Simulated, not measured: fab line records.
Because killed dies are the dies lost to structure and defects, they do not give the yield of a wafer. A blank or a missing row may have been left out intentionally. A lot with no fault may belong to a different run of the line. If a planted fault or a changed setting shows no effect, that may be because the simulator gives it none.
Which tool did it? :: flow berkeley_cmos170 :: Sampling: 13 lots, 39 wafers, 6 of 331 route steps

## WHAT THE GAUGES READ, wafer by wafer
UCB170_ACTIVE_OVL_MEAS_14. Usual: for ACTIVE_OVL the level is 0 nm and the standard deviation is 5.9.
lot: L319
measured: day 5 12:12
on: overlay-01
ACTIVE_OVL (nm): 1 -2 -1
flag: 

lot: L318
measured: day 5 12:19
on: overlay-02
ACTIVE_OVL (nm): 8 8 3
flag: 

lot: L320
measured: day 5 20:43
on: overlay-02
ACTIVE_OVL (nm): -6 -2 -2
flag: 

lot: L321
measured: day 5 21:33
on: overlay-01
ACTIVE_OVL (nm): -10 -8 3
flag: 

lot: L322
measured: day 5 21:40
on: overlay-02
ACTIVE_OVL (nm): -3 -5 -2
flag: 

lot: L324
measured: day 6 18:40
on: overlay-01
ACTIVE_OVL (nm): -6 -6 -8
flag: 

lot: L331
measured: day 7 09:31
on: overlay-01
ACTIVE_OVL (nm): 3 -2 -2
flag: 

lot: L334
measured: day 8 02:54
on: overlay-02
ACTIVE_OVL (nm): 2 8 8
flag: 

lot: L336
measured: day 8 14:38
on: overlay-01
ACTIVE_OVL (nm): 6 12 8
flag: 

lot: L337
measured: day 9 02:45
on: overlay-02
ACTIVE_OVL (nm): -5 -7 -2
flag: 

lot: L338
measured: day 9 10:33
on: overlay-02
ACTIVE_OVL (nm): 0 2 4
flag: 

lot: L340
measured: day 9 15:45
on: overlay-01
ACTIVE_OVL (nm): 14 18 13
flag: 

lot: L339
measured: day 9 16:02
on: overlay-02
ACTIVE_OVL (nm): -4 -3 -5
flag: 

UCB170_NVT_OVL_MEAS_06. Usual: for NVT_OVL the level is 2 nm and the standard deviation is 5.2.
lot: L319
measured: day 7 03:10
on: overlay-01
NVT_OVL (nm): 6 3 9
flag: 

lot: L318
measured: day 7 03:31
on: overlay-01
NVT_OVL (nm): 1 -2 0
flag: 

lot: L320
measured: day 7 10:35
on: overlay-01
NVT_OVL (nm): 7 12 12
flag: 

lot: L321
measured: day 7 10:19
on: overlay-01
NVT_OVL (nm): -3 0 -8
flag: 

lot: L322
measured: day 7 10:52
on: overlay-02
NVT_OVL (nm): -7 -15 -7
flag: 

lot: L324
measured: day 8 06:06
on: overlay-02
NVT_OVL (nm): 5 3 0
flag: 

lot: L331
measured: day 9 05:02
on: overlay-02
NVT_OVL (nm): 1 2 4
flag: 

lot: L334
measured: day 9 20:27
on: overlay-02
NVT_OVL (nm): 0 2 -1
flag: 

lot: L336
measured: day 10 07:20
on: overlay-01
NVT_OVL (nm): -1 2 -2
flag: 

lot: L337
measured: day 10 18:43
on: overlay-02
NVT_OVL (nm): 3 2 -1
flag: 

lot: L338
measured: day 11 05:35
on: overlay-01
NVT_OVL (nm): -2 -4 1
flag: 

lot: L340
measured: day 11 05:49
on: overlay-02
NVT_OVL (nm): 4 8 -6
flag: 

lot: L339
measured: day 11 05:20
on: overlay-02
NVT_OVL (nm): 7 5 0
flag: 

UCB170_NSD_TW_MEAS_10. Usual: for NSD_TW the level is 4183 and the standard deviation is 54.
lot: L319
measured: day 8 10:24
on: film_metro-02
NSD_TW: 4167 4163 4170
flag: 

lot: L318
measured: day 8 10:47
on: film_metro-03
NSD_TW: 4126 4131 4142
flag: 

lot: L320
measured: day 8 19:30
on: film_metro-03
NSD_TW: 4107 4125 4138
flag: 

lot: L321
measured: day 8 19:38
on: film_metro-04
NSD_TW: 4248 4262 4258
flag: 

lot: L322
measured: day 8 19:17
on: film_metro-02
NSD_TW: 4171 4187 4159
flag: 

lot: L324
measured: day 9 19:46
on: film_metro-04
NSD_TW: 30 30 30
flag: OFF

lot: L331
measured: day 10 14:36
on: film_metro-04
NSD_TW: 4249 4257 4203
flag: 

lot: L334
measured: day 11 13:05
on: film_metro-03
NSD_TW: 4155 4154 4160
flag: 

lot: L336
measured: day 11 22:21
on: film_metro-04
NSD_TW: 4240 4252 4249
flag: 

lot: L337
measured: day 12 05:19
on: film_metro-03
NSD_TW: 4121 4132 4139
flag: 

lot: L338
measured: day 12 16:01
on: film_metro-02
NSD_TW: 4200 4186 4167
flag: 

lot: L340
measured: day 12 15:20
on: film_metro-03
NSD_TW: 4132 4133 4136
flag: 

lot: L339
measured: day 12 15:44
on: film_metro-04
NSD_TW: 4253 4266 4251
flag: 

## WHAT TOOL EACH LOT RAN ON (gives the tool, then ch and the chambers of the sampled wafers, and finally the start)
lot: L319
UCB170_NLDD_STRIP_10: plasma_asher-01 ch 1, day 8 00:02
UCB170_PSD_STRIP_09: plasma_asher-03 ch 0,1, day 8 07:33
UCB170_NSD_STRIP_09: plasma_asher-04 ch 0,1, day 8 10:17

lot: L318
UCB170_NLDD_STRIP_10: plasma_asher-02 ch 0,1, day 7 23:35
UCB170_PSD_STRIP_09: plasma_asher-02 ch 0,1, day 8 07:16
UCB170_NSD_STRIP_09: plasma_asher-03 ch 0,1, day 8 10:40

lot: L320
UCB170_NLDD_STRIP_10: plasma_asher-01 ch 0,1, day 8 09:43
UCB170_PSD_STRIP_09: plasma_asher-03 ch 0,1, day 8 17:35
UCB170_NSD_STRIP_09: plasma_asher-04 ch 0,1, day 8 19:24

lot: L321
UCB170_NLDD_STRIP_10: plasma_asher-03 ch 0,1, day 8 09:59
UCB170_PSD_STRIP_09: plasma_asher-02 ch 0,1, day 8 17:48
UCB170_NSD_STRIP_09: plasma_asher-03 ch 0,1, day 8 19:31

lot: L322
UCB170_NLDD_STRIP_10: plasma_asher-03 ch 0,1, day 8 09:19
UCB170_PSD_STRIP_09: plasma_asher-04 ch 0,1, day 8 17:18
UCB170_NSD_STRIP_09: plasma_asher-01 ch 0,1, day 8 19:10

lot: L324
UCB170_NLDD_STRIP_10: plasma_asher-01 ch 0,1, day 9 10:26
UCB170_PSD_STRIP_09: plasma_asher-04 ch 1, day 9 16:53
UCB170_NSD_STRIP_09: plasma_asher-01 ch 0,1, day 9 19:40

lot: L331
UCB170_NLDD_STRIP_10: plasma_asher-01 ch 0,1, day 10 02:58
UCB170_PSD_STRIP_09: plasma_asher-02 ch 1, day 10 12:19
UCB170_NSD_STRIP_09: plasma_asher-01 ch 0,1, day 10 14:30

lot: L334
UCB170_NLDD_STRIP_10: plasma_asher-01 ch 0,1, day 11 00:10
UCB170_PSD_STRIP_09: plasma_asher-03 ch 0,1, day 11 10:01
UCB170_NSD_STRIP_09: plasma_asher-04 ch 0,1, day 11 13:00

lot: L336
UCB170_NLDD_STRIP_10: plasma_asher-02 ch 0,1, day 11 11:13
UCB170_PSD_STRIP_09: plasma_asher-04 ch 0,1, day 11 20:04
UCB170_NSD_STRIP_09: plasma_asher-01 ch 0,1, day 11 22:14

lot: L337
UCB170_NLDD_STRIP_10: plasma_asher-02 ch 0,1, day 11 18:18
UCB170_PSD_STRIP_09: plasma_asher-03 ch 0,1, day 12 03:17
UCB170_NSD_STRIP_09: plasma_asher-01 ch 0,1, day 12 05:14

lot: L338
UCB170_NLDD_STRIP_10: plasma_asher-02 ch 0,1, day 12 04:42
UCB170_PSD_STRIP_09: plasma_asher-04 ch 0,1, day 12 14:18
UCB170_NSD_STRIP_09: plasma_asher-03 ch 0,1, day 12 15:55

lot: L340
UCB170_NLDD_STRIP_10: plasma_asher-01 ch 0,1, day 12 04:22
UCB170_PSD_STRIP_09: plasma_asher-03 ch 0,1, day 12 13:29
UCB170_NSD_STRIP_09: plasma_asher-01 ch 0,1, day 12 15:13

lot: L339
UCB170_NLDD_STRIP_10: plasma_asher-03 ch 0,1, day 12 04:25
UCB170_PSD_STRIP_09: plasma_asher-02 ch 0,1, day 12 13:46
UCB170_NSD_STRIP_09: plasma_asher-04 ch 0,1, day 12 15:38
- UCB170_NLDD_STRIP_10: strips in O2.
- UCB170_PSD_STRIP_09: strips in O2.
- UCB170_NSD_STRIP_09: strips in O2.

## AS READ BY THE TOOLS THEMSELVES (means over the sampled wafers that have a number; for cases with no such wafer, the mark the record gives instead)
UCB170_NLDD_STRIP_10. Usual: chamber_pressure_mTorr 3499 mTorr, standard deviation 4.1; drypump_motor_current_A 5.8 A, standard deviation 0.53; oes_product_au 0.734 a.u., standard deviation 0.0045; strip_time_to_endpoint_s 21.62 s, standard deviation 0.054.
lot: L319
tool: plasma_asher-01
chamber_pressure_mTorr (mTorr): 3500
drypump_motor_current_A (A): 6.4
oes_product_au (a.u.): 0.735
strip_time_to_endpoint_s (s): 21.63
flag: 

lot: L318
tool: plasma_asher-02
chamber_pressure_mTorr (mTorr): 3497
drypump_motor_current_A (A): 6.3
oes_product_au (a.u.): 0.734
strip_time_to_endpoint_s (s): 21.55
flag: 

lot: L320
tool: plasma_asher-01
chamber_pressure_mTorr (mTorr): 3500
drypump_motor_current_A (A): 6.0
oes_product_au (a.u.): 0.735
strip_time_to_endpoint_s (s): 21.58
flag: 

lot: L321
tool: plasma_asher-03
chamber_pressure_mTorr (mTorr): 3497
drypump_motor_current_A (A): 5.3
oes_product_au (a.u.): 0.736
strip_time_to_endpoint_s (s): 21.58
flag: 

lot: L322
tool: plasma_asher-03
chamber_pressure_mTorr (mTorr): 3497
drypump_motor_current_A (A): 5.3
oes_product_au (a.u.): 0.740
strip_time_to_endpoint_s (s): 21.57
flag: 

lot: L324
tool: plasma_asher-01
chamber_pressure_mTorr (mTorr): 3498
drypump_motor_current_A (A): 6.0
oes_product_au (a.u.): 0.732
strip_time_to_endpoint_s (s): 21.67
flag: 

lot: L331
tool: plasma_asher-01
chamber_pressure_mTorr (mTorr): 3501
drypump_motor_current_A (A): 5.7
oes_product_au (a.u.): 0.735
strip_time_to_endpoint_s (s): 21.69
flag: 

lot: L334
tool: plasma_asher-01
chamber_pressure_mTorr (mTorr): 3500
drypump_motor_current_A (A): 5.7
oes_product_au (a.u.): 0.736
strip_time_to_endpoint_s (s): 21.58
flag: 

lot: L336
tool: plasma_asher-02
chamber_pressure_mTorr (mTorr): 3498
drypump_motor_current_A (A): 6.0
oes_product_au (a.u.): 0.733
strip_time_to_endpoint_s (s): 21.56
flag: 

lot: L337
tool: plasma_asher-02
chamber_pressure_mTorr (mTorr): 3499
drypump_motor_current_A (A): 6.0
oes_product_au (a.u.): 0.735
strip_time_to_endpoint_s (s): 21.61
flag: 

lot: L338
tool: plasma_asher-02
chamber_pressure_mTorr (mTorr): 3499
drypump_motor_current_A (A): 6.0
oes_product_au (a.u.): 0.735
strip_time_to_endpoint_s (s): 21.62
flag: 

lot: L340
tool: plasma_asher-01
chamber_pressure_mTorr (mTorr): 3502
drypump_motor_current_A (A): 5.7
oes_product_au (a.u.): 0.734
strip_time_to_endpoint_s (s): 21.63
flag: 

lot: L339
tool: plasma_asher-03
chamber_pressure_mTorr (mTorr): 3498
drypump_motor_current_A (A): 5.3
oes_product_au (a.u.): 0.736
strip_time_to_endpoint_s (s): 21.65
flag: 

UCB170_PSD_STRIP_09. Usual: chamber_pressure_mTorr 3500.1 mTorr, standard deviation 2.8; drypump_motor_current_A 5.7 A, standard deviation 0.42; oes_product_au 0.601 a.u., standard deviation 0.0048; strip_time_to_endpoint_s 29.43 s, standard deviation 0.068.
lot: L319
tool: plasma_asher-03
chamber_pressure_mTorr (mTorr): 3499.6
drypump_motor_current_A (A): 5.3
oes_product_au (a.u.): 0.598
strip_time_to_endpoint_s (s): 29.46
flag: 

lot: L318
tool: plasma_asher-02
chamber_pressure_mTorr (mTorr): 3498.7
drypump_motor_current_A (A): 6.2
oes_product_au (a.u.): 0.600
strip_time_to_endpoint_s (s): 29.36
flag: 

lot: L320
tool: plasma_asher-03
chamber_pressure_mTorr (mTorr): 3501.5
drypump_motor_current_A (A): 5.6
oes_product_au (a.u.): 0.602
strip_time_to_endpoint_s (s): 29.43
flag: 

lot: L321
tool: plasma_asher-02
chamber_pressure_mTorr (mTorr): 3500.1
drypump_motor_current_A (A): 6.2
oes_product_au (a.u.): 0.603
strip_time_to_endpoint_s (s): 29.39
flag: 

lot: L322
tool: plasma_asher-04
chamber_pressure_mTorr (mTorr): 3502.0
drypump_motor_current_A (A): 5.7
oes_product_au (a.u.): 0.597
strip_time_to_endpoint_s (s): 29.44
flag: 

lot: L324
tool: plasma_asher-04
chamber_pressure_mTorr (mTorr): 3498.2
drypump_motor_current_A (A): 5.7
oes_product_au (a.u.): 0.442
strip_time_to_endpoint_s (s): -
flag: OFF

lot: L331
tool: plasma_asher-02
chamber_pressure_mTorr (mTorr): 3500.7
drypump_motor_current_A (A): 5.8
oes_product_au (a.u.): 0.598
strip_time_to_endpoint_s (s): 29.54
flag: 

lot: L334
tool: plasma_asher-03
chamber_pressure_mTorr (mTorr): 3499.8
drypump_motor_current_A (A): 5.3
oes_product_au (a.u.): 0.604
strip_time_to_endpoint_s (s): 29.45
flag: 

lot: L336
tool: plasma_asher-04
chamber_pressure_mTorr (mTorr): 3500.9
drypump_motor_current_A (A): 5.7
oes_product_au (a.u.): 0.603
strip_time_to_endpoint_s (s): 29.45
flag: 

lot: L337
tool: plasma_asher-03
chamber_pressure_mTorr (mTorr): 3497.6
drypump_motor_current_A (A): 5.3
oes_product_au (a.u.): 0.603
strip_time_to_endpoint_s (s): 29.37
flag: 

lot: L338
tool: plasma_asher-04
chamber_pressure_mTorr (mTorr): 3499.6
drypump_motor_current_A (A): 5.7
oes_product_au (a.u.): 0.602
strip_time_to_endpoint_s (s): 29.38
flag: 

lot: L340
tool: plasma_asher-03
chamber_pressure_mTorr (mTorr): 3500.5
drypump_motor_current_A (A): 5.6
oes_product_au (a.u.): 0.599
strip_time_to_endpoint_s (s): 29.39
flag: 

lot: L339
tool: plasma_asher-02
chamber_pressure_mTorr (mTorr): 3497.6
drypump_motor_current_A (A): 6.0
oes_product_au (a.u.): 0.599
strip_time_to_endpoint_s (s): 29.41
flag: 

UCB170_NSD_STRIP_09. Usual: chamber_pressure_mTorr 3499.8 mTorr, standard deviation 3; drypump_motor_current_A 5.7 A, standard deviation 0.43; oes_product_au 0.535 a.u., standard deviation 0.0042; strip_time_to_endpoint_s 35.84 s, standard deviation 0.066.
lot: L319
tool: plasma_asher-04
chamber_pressure_mTorr (mTorr): 3498.0
drypump_motor_current_A (A): 5.7
oes_product_au (a.u.): 0.532
strip_time_to_endpoint_s (s): 35.80
flag: 

lot: L318
tool: plasma_asher-03
chamber_pressure_mTorr (mTorr): 3500.1
drypump_motor_current_A (A): 5.3
oes_product_au (a.u.): 0.538
strip_time_to_endpoint_s (s): 35.84
flag: 

lot: L320
tool: plasma_asher-04
chamber_pressure_mTorr (mTorr): 3499.6
drypump_motor_current_A (A): 5.8
oes_product_au (a.u.): 0.536
strip_time_to_endpoint_s (s): 35.79
flag: 

lot: L321
tool: plasma_asher-03
chamber_pressure_mTorr (mTorr): 3502.9
drypump_motor_current_A (A): 5.6
oes_product_au (a.u.): 0.536
strip_time_to_endpoint_s (s): 35.79
flag: 

lot: L322
tool: plasma_asher-01
chamber_pressure_mTorr (mTorr): 3499.7
drypump_motor_current_A (A): 5.7
oes_product_au (a.u.): 0.539
strip_time_to_endpoint_s (s): 35.83
flag: 

lot: L324
tool: plasma_asher-01
chamber_pressure_mTorr (mTorr): 3498.4
drypump_motor_current_A (A): 5.7
oes_product_au (a.u.): 0.606
strip_time_to_endpoint_s (s): 56.30
flag: OFF

lot: L331
tool: plasma_asher-01
chamber_pressure_mTorr (mTorr): 3499.9
drypump_motor_current_A (A): 6.0
oes_product_au (a.u.): 0.536
strip_time_to_endpoint_s (s): 35.81
flag: 

lot: L334
tool: plasma_asher-04
chamber_pressure_mTorr (mTorr): 3499.7
drypump_motor_current_A (A): 5.7
oes_product_au (a.u.): 0.533
strip_time_to_endpoint_s (s): 35.87
flag: 

lot: L336
tool: plasma_asher-01
chamber_pressure_mTorr (mTorr): 3498.5
drypump_motor_current_A (A): 6.0
oes_product_au (a.u.): 0.530
strip_time_to_endpoint_s (s): 35.83
flag: 

lot: L337
tool: plasma_asher-01
chamber_pressure_mTorr (mTorr): 3501.4
drypump_motor_current_A (A): 6.0
oes_product_au (a.u.): 0.536
strip_time_to_endpoint_s (s): 35.90
flag: 

lot: L338
tool: plasma_asher-03
chamber_pressure_mTorr (mTorr): 3501.5
drypump_motor_current_A (A): 5.6
oes_product_au (a.u.): 0.536
strip_time_to_endpoint_s (s): 35.82
flag: 

lot: L340
tool: plasma_asher-01
chamber_pressure_mTorr (mTorr): 3498.0
drypump_motor_current_A (A): 5.7
oes_product_au (a.u.): 0.537
strip_time_to_endpoint_s (s): 35.71
flag: 

lot: L339
tool: plasma_asher-04
chamber_pressure_mTorr (mTorr): 3500.7
drypump_motor_current_A (A): 5.7
oes_product_au (a.u.): 0.535
strip_time_to_endpoint_s (s): 35.94
flag: 

## THE ANSWER, worked out from the rows above alone
Rule: take the mean of a lot's wafers that have a number; if it is more than 3 standard deviations from the usual mean, the lot is off. A lot without any number at a reading at which 4 lots or more have one is off too. Any other lot the step has rows for is counted as sound. Order of review: gauges by route order, followed by the tools' own readings, for which a lot's mean as printed above is used. At the first step where some lot is off, the reading lying furthest off is the one used; lots without a number count as furthest.
Off: L324, seen at UCB170_NSD_TW_MEAS_10 (NSD_TW).
A tool fits if, at a process step before that reading, it ran every lot that is off, and no sound lot after the first of them. The gauges at UCB170_NSD_TW_MEAS_10 aren't tried: what is off there is off at UCB170_PSD_STRIP_09 too, on other tools, and a gauge's error can't cause that. Of those tried, none fits.

## WHAT THE SIMULATOR HAD INSERTED
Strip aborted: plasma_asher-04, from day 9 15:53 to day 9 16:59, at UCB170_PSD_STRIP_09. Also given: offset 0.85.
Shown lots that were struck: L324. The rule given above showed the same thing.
